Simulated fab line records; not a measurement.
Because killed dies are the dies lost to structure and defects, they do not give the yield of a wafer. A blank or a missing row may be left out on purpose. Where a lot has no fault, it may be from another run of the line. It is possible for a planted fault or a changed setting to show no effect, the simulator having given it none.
fab line records + flow berkeley_cmos170
record
- lots=7
- wafers=21
- last_day=12
route steps=331 shown V2@294 M3@309
lots untouched by any fault: they come from a run of this same line in which no faults occurred
start_h: hours from the record's opening day to when the first of the lot's shown wafers began + wait_h: hours elapsed since this lot's preceding step + " repeats the value in the row above + L1.1+2: several wafers, shown together as one row + - no value, or no start was given + * or withheld: withheld + < > ~ a bound
route shown NAME@n: names a module that has steps shown in the file, with the first one's number in the route + usual: mean/standard deviation of fault-free wafers + same: alike in all rows + chamber/n: place in a boat + sites: the reading at each site + _std_site: how widely they spread, as a standard deviation + _edge_site: mean of outer sites minus mean of inner sites + radius_mm: how far each site lies from the wafer's centre + mask NAME#n: copy n + behind: the most recent tool/chamber to have shaped the wafer + hold: what put the lot on hold/how long, in hours/how the hold closed + device: which transistor (n, p or np) failed to switch + end of line: tests run on the same wafers once the route is complete + for a step that has no rows: nothing shown but its recipe + killed: not the wafer's yield, but the dies lost to structure and defects at the first sort + map: shows each die of a wafer: x if killed, . if not, _ if none is there
set.NAME: setting as actually run; set.NAME@STEP: the setting as run at that earlier step + model.NAME: the simulator's own value behind a step, which no gauge read
lots at some steps of the route; a table a step, a row a wafer
services: from which hour (start_h, from the record's first day; less than 0 if before it) a tool's chamber was out of use, for how many hours, and why
## steps
# step UCB170_V2_CMP_02
# recipe
- material=SiO2
- down_force_psi=6
- platen_rpm=60
- pad_velocity_m_s=0.75398
# usual
- motor_current_A=16.2/1.4
| lot.wafer | tool   | chamber | start_h | wait_h | motor_current_A |
|-----------|--------|---------|---------|--------|-----------------|
| L306.2    | cmp-01 | 0       | 189.92  | 0.1    | 16.1            |
| L306.5    | "      | 3       | "       | "      | 18.8            |
| L306.6    | "      | 0       | "       | "      | 16.2            |
| L313.2    | cmp-01 | 1       | 226.18  | 0.1    | 15.0            |
| L313.1    | "      | 2       | "       | "      | 16.1            |
| L313.4    | "      | 3       | "       | "      | 19.2            |
| L318.4    | cmp-01 | 0       | 237.75  | 0.0    | 16.0            |
| L318.3    | "      | 3       | "       | "      | 18.0            |
| L318.6    | "      | 0       | "       | "      | 15.3            |
| L316.3    | cmp-02 | 2       | 240.31  | 0.1    | 14.0            |
| L316.1    | "      | 3       | "       | "      | 17.4            |
| L316.6    | "      | 2       | "       | "      | 13.7            |
| L314.1    | cmp-02 | 1       | 242.96  | 0.1    | 16.3            |
| L314.3    | "      | 3       | "       | "      | 17.3            |
| L314.5    | "      | 2       | "       | "      | 15.2            |
| L323.1    | cmp-02 | 1       | 265.82  | 0.1    | 16.2            |
| L323.4    | "      | 0       | "       | "      | 16.2            |
| L323.6    | "      | 1       | "       | "      | 15.3            |
| L326.1    | cmp-01 | 0       | 280.03  | 0.1    | 15.7            |
| L326.4    | "      | 1       | "       | "      | 14.6            |
| L326.5    | "      | 2       | "       | "      | 16.2            |
# step UCB170_V2_BOW_MEAS_03
# recipe
- mode=bow
# usual
- V2_BOW=37/7.2
| lot.wafer | tool          | chamber | start_h | wait_h | V2_BOW[um] |
|-----------|---------------|---------|---------|--------|------------|
| L306.2    | film_metro-03 | -       | 190.19  | 0.2    | 31         |
| L306.5    | "             | -       | "       | "      | 41         |
| L306.6    | "             | -       | "       | "      | 43         |
| L313.1    | film_metro-04 | -       | 226.43  | 0.1    | 49         |
| L313.2    | "             | -       | "       | "      | 42         |
| L313.4    | "             | -       | "       | "      | 53         |
| L318.3    | film_metro-03 | -       | 238.09  | 0.1    | 21         |
| L318.4    | "             | -       | "       | "      | 46         |
| L318.6    | "             | -       | "       | "      | 30         |
| L316.1    | film_metro-02 | -       | 240.56  | 0.1    | 31         |
| L316.3    | "             | -       | "       | "      | 43         |
| L316.6    | "             | -       | "       | "      | 31         |
| L314.1    | film_metro-03 | -       | 243.26  | 0.2    | 44         |
| L314.3    | "             | -       | "       | "      | 36         |
| L314.5    | "             | -       | "       | "      | 41         |
| L323.1    | film_metro-04 | -       | 266.12  | 0.2    | 33         |
| L323.4    | "             | -       | "       | "      | 34         |
| L323.6    | "             | -       | "       | "      | 30         |
| L326.1    | film_metro-03 | -       | 280.23  | 0.1    | 30         |
| L326.4    | "             | -       | "       | "      | 38         |
| L326.5    | "             | -       | "       | "      | 31         |
# step UCB170_V2_THK_MEAS_04
# recipe
- reads=SiO2_of_V2_CVD_00
# usual
- V2_POLISHED_THK=999.7/1.2
| lot.wafer | tool          | chamber | start_h | wait_h | V2_POLISHED_THK[nm] |
|-----------|---------------|---------|---------|--------|---------------------|
| L306.2    | film_metro-03 | -       | 190.30  | 0.1    | 1001.3              |
| L306.5    | "             | -       | "       | "      | 1000.8              |
| L306.6    | "             | -       | "       | "      | 1002.2              |
| L313.1    | film_metro-04 | -       | 226.55  | 0.1    | 998.6               |
| L313.2    | "             | -       | "       | "      | 998.5               |
| L313.4    | "             | -       | "       | "      | 998.5               |
| L318.3    | film_metro-03 | -       | 238.19  | 0.1    | 997.2               |
| L318.4    | "             | -       | "       | "      | 1000.0              |
| L318.6    | "             | -       | "       | "      | 999.8               |
| L316.1    | film_metro-02 | -       | 240.68  | 0.1    | 999.9               |
| L316.3    | "             | -       | "       | "      | 999.4               |
| L316.6    | "             | -       | "       | "      | 1000.3              |
| L314.1    | film_metro-03 | -       | 243.38  | 0.1    | 999.3               |
| L314.3    | "             | -       | "       | "      | 1002.0              |
| L314.5    | "             | -       | "       | "      | 999.5               |
| L323.1    | film_metro-04 | -       | 266.24  | 0.1    | 1000.2              |
| L323.4    | "             | -       | "       | "      | 999.9               |
| L323.6    | "             | -       | "       | "      | 999.6               |
| L326.1    | film_metro-03 | -       | 280.35  | 0.1    | 1000.6              |
| L326.4    | "             | -       | "       | "      | 999.1               |
| L326.5    | "             | -       | "       | "      | 1000.7              |
# step UCB170_V2_CLEAN_05
# recipe
- chemistry=DIW
# step UCB170_V2_HMDS_06
# recipe
- prime_time_s=60
- prime_temp_c=100
# step UCB170_V2_COAT_07
# recipe
- resist=KrF
- spin_rpm=1500
- resist_thk_nm=900
# step UCB170_V2_SOFTBAKE_08
# recipe
- resist=KrF
- temp_c=130
- time_s=60
# step UCB170_V2_EXPOSE_09
# recipe
- mask_id=VIA2
- target_cd_nm=700
- na=0.5
- sigma_outer=0.6
- source_shape=conventional
- dose_mj=36.7
# step UCB170_V2_PEB_10
# recipe
- peb_temp_c=130
- peb_time_s=withheld
- resist=KrF
# step UCB170_V2_DEVELOP_11
# recipe
- developer=TMAH
- develop_time_s=45
- resist=KrF
- dev_temp_c=21
# step UCB170_V2_CD_MEAS_12
# recipe
- target_cd_nm=700
# usual
- cd_nm=699.9/1.2
| lot.wafer | tool      | chamber | start_h | wait_h | cd_nm |
|-----------|-----------|---------|---------|--------|-------|
| L306.2    | cd_sem-02 | -       | 193.24  | -      | 699.0 |
| L306.5    | "         | -       | "       | "      | 699.7 |
| L306.6    | "         | -       | "       | "      | 699.5 |
| L313.1    | cd_sem-02 | -       | 229.32  | -      | 701.0 |
| L313.2    | "         | -       | "       | "      | 701.2 |
| L313.4    | "         | -       | "       | "      | 700.0 |
| L318.3    | cd_sem-01 | -       | 239.94  | -      | 700.8 |
| L318.4    | "         | -       | "       | "      | 699.9 |
| L318.6    | "         | -       | "       | "      | 700.5 |
| L316.1    | cd_sem-01 | -       | 242.90  | -      | 701.5 |
| L316.3    | "         | -       | "       | "      | 701.2 |
| L316.6    | "         | -       | "       | "      | 702.6 |
| L314.1    | cd_sem-02 | -       | 244.60  | -      | 700.1 |
| L314.3    | "         | -       | "       | "      | 699.3 |
| L314.5    | "         | -       | "       | "      | 700.1 |
| L323.1    | cd_sem-02 | -       | 267.87  | -      | 701.4 |
| L323.4    | "         | -       | "       | "      | 702.1 |
| L323.6    | "         | -       | "       | "      | 702.3 |
| L326.1    | cd_sem-02 | -       | 282.38  | -      | 700.1 |
| L326.4    | "         | -       | "       | "      | 699.3 |
| L326.5    | "         | -       | "       | "      | 698.0 |
# step UCB170_V2_OVL_MEAS_13
# usual
- V2_OVL=0/6
| lot.wafer | tool       | chamber | start_h | wait_h | V2_OVL[nm] |
|-----------|------------|---------|---------|--------|------------|
| L306.2    | overlay-01 | -       | 193.34  | 0.1    | 3          |
| L306.5    | "          | -       | "       | "      | -6         |
| L306.6    | "          | -       | "       | "      | 5          |
| L313.1    | overlay-01 | -       | 229.44  | 0.1    | 11         |
| L313.2    | "          | -       | "       | "      | 6          |
| L313.4    | "          | -       | "       | "      | 12         |
| L318.3    | overlay-02 | -       | 240.03  | 0.1    | 4          |
| L318.4    | "          | -       | "       | "      | -2         |
| L318.6    | "          | -       | "       | "      | 5          |
| L316.1    | overlay-01 | -       | 243.02  | 0.1    | 0          |
| L316.3    | "          | -       | "       | "      | 1          |
| L316.6    | "          | -       | "       | "      | -3         |
| L314.1    | overlay-01 | -       | 244.72  | 0.1    | 4          |
| L314.3    | "          | -       | "       | "      | 4          |
| L314.5    | "          | -       | "       | "      | 7          |
| L323.1    | overlay-01 | -       | 267.99  | 0.1    | 5          |
| L323.4    | "          | -       | "       | "      | 4          |
| L323.6    | "          | -       | "       | "      | 7          |
| L326.1    | overlay-01 | -       | 282.50  | 0.1    | 3          |
| L326.4    | "          | -       | "       | "      | 0          |
| L326.5    | "          | -       | "       | "      | 2          |
# step UCB170_V2_ETCH_14
# recipe
- chemistry=CHF3/CF4/Ar
- target=SiO2
- stop_on=Al
- CHF3_flow_sccm=45
- cf4_flow_sccm=15
- Ar_flow_sccm=150
- pressure_mtorr=200
- rf_w=700
- target_depth_a=12500
- over_etch_frac=0.25
- time_s=291
# usual
- drypump_motor_current_A=5.9/0.46
- oes_product_au=0.875/0.013
- rf_fwd_power_W=697.8/2
- throttle_valve_pct=6.94/0.12
| lot.wafer | tool        | chamber | start_h | wait_h | drypump_motor_current_A | oes_product_au | rf_fwd_power_W | rf_hours_counter_h | throttle_valve_pct | model.KrF_of_V2_COAT_07.thk_nm | model.V2.feature_depth_nm | model.etch.depth_nm |
|-----------|-------------|---------|---------|--------|-------------------------|----------------|----------------|--------------------|--------------------|--------------------------------|---------------------------|---------------------|
| L306.2    | rie_diel-03 | 0       | 193.37  | 0.0    | 6.2                     | 0.870          | 697.9          | 98                 | 6.94               | 606.3                          | 1002                      | 1001                |
| L306.5    | "           | 1       | "       | "      | 5.7                     | 0.872          | 699.1          | -                  | 6.85               | 615.1                          | 1001                      | 1001                |
| L306.6    | "           | 2       | "       | "      | 6.8                     | 0.890          | 697.7          | -                  | 7.00               | 613.2                          | 1002                      | 1002                |
| L313.1    | rie_diel-03 | 2       | 229.48  | 0.0    | 6.8                     | 0.883          | 700.1          | 19                 | 6.99               | 601.7                          | 998.2                     | 997.9               |
| L313.2    | "           | 0       | "       | "      | 6.2                     | 0.854          | 700.5          | 100                | 6.93               | 599.2                          | 998.4                     | 997.9               |
| L313.4    | "           | 1       | "       | "      | 5.7                     | 0.873          | 415.0          | 7                  | 6.86               | 668.6                          | 979.5                     | 979.5               |
| L318.3    | rie_diel-04 | 3       | 240.06  | 0.0    | 5.9                     | 0.848          | 698.7          | 20                 | 7.13               | 612.6                          | 998.1                     | 998.1               |
| L318.4    | "           | 0       | "       | "      | 5.6                     | 0.898          | 698.4          | 3                  | 7.04               | 613.5                          | 999.8                     | 999.8               |
| L318.6    | "           | 0       | "       | "      | 5.6                     | 0.894          | 699.2          | -                  | 7.05               | 613.2                          | 1000                      | 1000                |
| L316.1    | rie_diel-03 | 2       | 243.06  | 0.0    | 6.8                     | 0.887          | 697.3          | 20                 | 7.00               | 607.3                          | 999.7                     | 999.5               |
| L316.3    | "           | 0       | "       | "      | 6.2                     | 0.871          | 700.5          | 101                | 6.91               | 603.8                          | 1000                      | 999.6               |
| L316.6    | "           | 1       | "       | "      | 5.6                     | 0.856          | 416.3          | -                  | 6.84               | 670.1                          | 962.3                     | 962.3               |
| L314.1    | rie_diel-03 | 0       | 244.75  | 0.0    | 6.2                     | 0.871          | 697.8          | 101                | 6.94               | 603.4                          | 999.8                     | 999.3               |
| L314.3    | "           | 1       | "       | "      | 5.7                     | 0.853          | 416.8          | 8                  | 6.85               | 678.6                          | 959.4                     | 959.4               |
| L314.5    | "           | 3       | "       | "      | 5.7                     | 0.858          | 697.7          | -                  | 7.09               | 613.7                          | 999.9                     | 999.9               |
| L323.1    | rie_diel-04 | 3       | 268.03  | 0.0    | 5.9                     | 0.856          | 699.8          | 21                 | 7.15               | 611.4                          | 999.3                     | 999.3               |
| L323.4    | "           | 2       | "       | "      | 5.3                     | 0.883          | 698.0          | 11                 | 6.95               | 607.3                          | 1000                      | 1000                |
| L323.6    | "           | 0       | "       | "      | 5.6                     | 0.895          | 700.4          | -                  | 7.06               | 618.6                          | 1000                      | 1000                |
| L326.1    | rie_diel-01 | 0       | 282.53  | 0.0    | 5.4                     | 0.873          | 696.9          | 136                | 6.88               | 605.3                          | 999.9                     | 999.9               |
| L326.4    | "           | 2       | "       | "      | 5.6                     | 0.895          | 698.2          | 18                 | 6.86               | 606.9                          | 999.1                     | 999.1               |
| L326.5    | "           | 2       | "       | "      | 5.6                     | 0.889          | 697.3          | -                  | 6.86               | 605                            | 999.9                     | 999.9               |
# step UCB170_V2_STRIP_15
# recipe
- chemistry=O2
- power_w=400
- pressure_mtorr=3500
- platen_temp_c=withheld
- o2_flow_sccm=400
- overash_fraction=0.5
# usual
- drypump_motor_current_A=6.1/0.37
- oes_product_au=0.721/0.005
- strip_time_to_endpoint_s=15.31/0.11
| lot.wafer | tool            | chamber | start_h | wait_h | drypump_motor_current_A | oes_product_au | rf_hours_counter_h | strip_time_to_endpoint_s |
|-----------|-----------------|---------|---------|--------|-------------------------|----------------|--------------------|--------------------------|
| L306.2    | plasma_asher-04 | 0       | 193.55  | 0.1    | 6.3                     | 0.721          | 42                 | 15.24                    |
| L306.5    | "               | 1       | "       | "      | 6.6                     | 0.714          | -                  | 15.44                    |
| L306.6    | "               | 0       | "       | "      | 6.3                     | 0.724          | -                  | 15.40                    |
| L313.1    | plasma_asher-02 | 0       | 229.66  | 0.1    | 6.1                     | 0.727          | 47                 | 15.10                    |
| L313.2    | "               | 1       | "       | "      | 5.7                     | 0.720          | 47                 | 15.06                    |
| L313.4    | "               | 1       | "       | "      | 5.8                     | 0.720          | -                  | 16.64                    |
| L318.3    | plasma_asher-01 | 0       | 240.27  | 0.1    | 5.5                     | 0.722          | -                  | 15.39                    |
| L318.4    | "               | 1       | "       | "      | 6.6                     | 0.723          | -                  | 15.39                    |
| L318.6    | "               | 0       | "       | "      | 5.5                     | 0.718          | -                  | 15.37                    |
| L316.1    | plasma_asher-04 | 0       | 243.23  | 0.1    | 6.3                     | 0.723          | 48                 | 15.23                    |
| L316.3    | "               | 0       | "       | "      | 6.3                     | 0.719          | -                  | 15.15                    |
| L316.6    | "               | 0       | "       | "      | 6.3                     | 0.720          | -                  | 16.70                    |
| L314.1    | plasma_asher-04 | 1       | 244.93  | 0.1    | 6.6                     | 0.725          | 49                 | 15.15                    |
| L314.3    | "               | 1       | "       | "      | 6.6                     | 0.719          | -                  | 16.87                    |
| L314.5    | "               | 0       | "       | "      | 6.3                     | 0.719          | -                  | 15.40                    |
| L323.1    | plasma_asher-04 | 1       | 268.21  | 0.1    | 6.6                     | 0.723          | 51                 | 15.33                    |
| L323.4    | "               | 1       | "       | "      | 6.6                     | 0.715          | -                  | 15.25                    |
| L323.6    | "               | 1       | "       | "      | 6.6                     | 0.722          | -                  | 15.53                    |
| L326.1    | plasma_asher-01 | 1       | 282.71  | 0.1    | 6.6                     | 0.724          | 64                 | 15.20                    |
| L326.4    | "               | 1       | "       | "      | 6.7                     | 0.730          | -                  | 15.23                    |
| L326.5    | "               | 0       | "       | "      | 5.5                     | 0.722          | -                  | 15.19                    |
# step UCB170_V2_CD_MEAS_90
# recipe
- target_cd_nm=700
# usual
- cd_nm=700.0/1.2
| lot.wafer | tool      | chamber | start_h | wait_h | hold                     | cd_nm |
|-----------|-----------|---------|---------|--------|--------------------------|-------|
| L306.2    | cd_sem-02 | -       | 193.76  | 0.2    | -                        | 699.4 |
| L306.5    | "         | -       | "       | "      | -                        | 699.3 |
| L306.6    | "         | -       | "       | "      | -                        | 701.3 |
| L313.1    | cd_sem-02 | -       | 229.76  | 0.1    | await_dispo/0.2h/release | 701.2 |
| L313.2    | "         | -       | "       | "      | await_dispo/0.2h/release | 701.5 |
| L313.4    | "         | -       | "       | "      | await_dispo/0.2h/release | 693.5 |
| L313.1    | cd_sem-02 | -       | 230.05  | 0.3    | -                        | 701.3 |
| L313.2    | "         | -       | "       | "      | -                        | 701.7 |
| L313.4    | "         | -       | "       | "      | -                        | 693.3 |
| L318.3    | cd_sem-02 | -       | 240.41  | 0.1    | -                        | 701.3 |
| L318.4    | "         | -       | "       | "      | -                        | 700.3 |
| L318.6    | "         | -       | "       | "      | -                        | 700.2 |
| L316.1    | cd_sem-02 | -       | 243.33  | 0.1    | await_dispo/0.2h/release | 701.7 |
| L316.3    | "         | -       | "       | "      | await_dispo/0.2h/release | 702.3 |
| L316.6    | "         | -       | "       | "      | await_dispo/0.2h/release | 697.5 |
| L316.1    | cd_sem-02 | -       | 243.65  | 0.3    | -                        | 701.9 |
| L316.3    | "         | -       | "       | "      | -                        | 702.2 |
| L316.6    | "         | -       | "       | "      | -                        | 697.4 |
| L314.1    | cd_sem-01 | -       | 245.03  | 0.1    | await_dispo/0.2h/release | 701.2 |
| L314.3    | "         | -       | "       | "      | await_dispo/0.2h/release | 694.4 |
| L314.5    | "         | -       | "       | "      | await_dispo/0.2h/release | 700.4 |
| L314.1    | cd_sem-01 | -       | 245.32  | 0.3    | -                        | 701.1 |
| L314.3    | "         | -       | "       | "      | -                        | 694.4 |
| L314.5    | "         | -       | "       | "      | -                        | 700.5 |
| L323.1    | cd_sem-01 | -       | 268.31  | 0.1    | -                        | 701.6 |
| L323.4    | "         | -       | "       | "      | -                        | 702.1 |
| L323.6    | "         | -       | "       | "      | -                        | 702.5 |
| L326.1    | cd_sem-01 | -       | 282.81  | 0.1    | -                        | 698.8 |
| L326.4    | "         | -       | "       | "      | -                        | 698.4 |
| L326.5    | "         | -       | "       | "      | -                        | 697.2 |
# step UCB170_M3_PRE_CLEAN_00
# recipe
- gas=Ar
- preclean_etch_time_s=60
## services
| tool            | chamber | start_h | hours | kind                           |
|-----------------|---------|---------|-------|--------------------------------|
| rie_diel-01     | 1       | 168.36  | 2.4   | repair                         |
| cmp-01          | -       | 171.17  | 0.8   | repair                         |
| rie_diel-04     | 0       | 173.74  | -     | clean                          |
| rie_diel-04     | 0       | 173.74  | 13.6  | scheduled_down                 |
| rie_diel-04     | 0       | 173.74  | 13.6  | vent_cycle                     |
| rie_diel-01     | 1       | 174.41  | 6.0   | repair                         |
| rie_diel-03     | 3       | 190.02  | 2.4   | repair                         |
| plasma_asher-01 | -       | 190.57  | 3.3   | repair                         |
| rie_diel-04     | 3       | 207.48  | 5.9   | repair                         |
| plasma_asher-04 | -       | 228.96  | 2.9   | repair                         |
| cmp-01          | -       | 232.00  | 4.0   | pm                             |
| cmp-02          | -       | 233.11  | 1.0   | repair                         |
| cmp-01          | -       | 235.85  | 1.0   | repair                         |
| cmp-01          | -       | 236.00  | -     | consumable_replace:conditioner |
| cmp-01          | -       | 236.00  | -     | consumable_replace:pad         |
| rie_diel-01     | 3       | 237.34  | -     | clean                          |
| rie_diel-01     | 3       | 237.34  | 11.5  | scheduled_down                 |
| rie_diel-01     | 3       | 237.34  | 11.5  | vent_cycle                     |
## key
first_sign
- step=UCB170_V2_ETCH_14
- reading=rf_fwd_power_W
- direction=down
- sigmas=99+
- usual=697.8
- struck=416.1
effect
- step=UCB170_V2_STRIP_15
- reading=strip_time_to_endpoint_s
- direction=up
- sigmas=13
- usual=*
- struck=*
effect
- step=UCB170_V2_CD_MEAS_90
- reading=visit
- direction=added
model_effect
- step=UCB170_V2_ETCH_14
- value=KrF_of_V2_COAT_07.thk_nm
- without=610.4
- struck=672.4
met_at UCB170_V2_ETCH_14
struck_wafers L313.4,L314.3,L316.6
later_rows_left_out L313.4,L314.3,L316.6
sort_left_out L313.4,L314.3,L316.6
onset_between 193.37 229.48
fault
- kind=process_parameter_drift
- tool=rie_diel-03
- chamber=1
- onset_h=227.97
- steps=UCB170_V2_ETCH_14
- channel=rf_w
- offset=-280
- shape=step
- end_h=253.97
- acts_in=these_recipes_only
- stated=700
# sort_left_out: the simulated sort isn't trusted on such a fault, so these wafers' sort isn't shown, and their yield isn't known
# later_rows_left_out: the simulator's readings of these wafers behind a module that went badly wrong aren't trusted and aren't shown, but for the sort
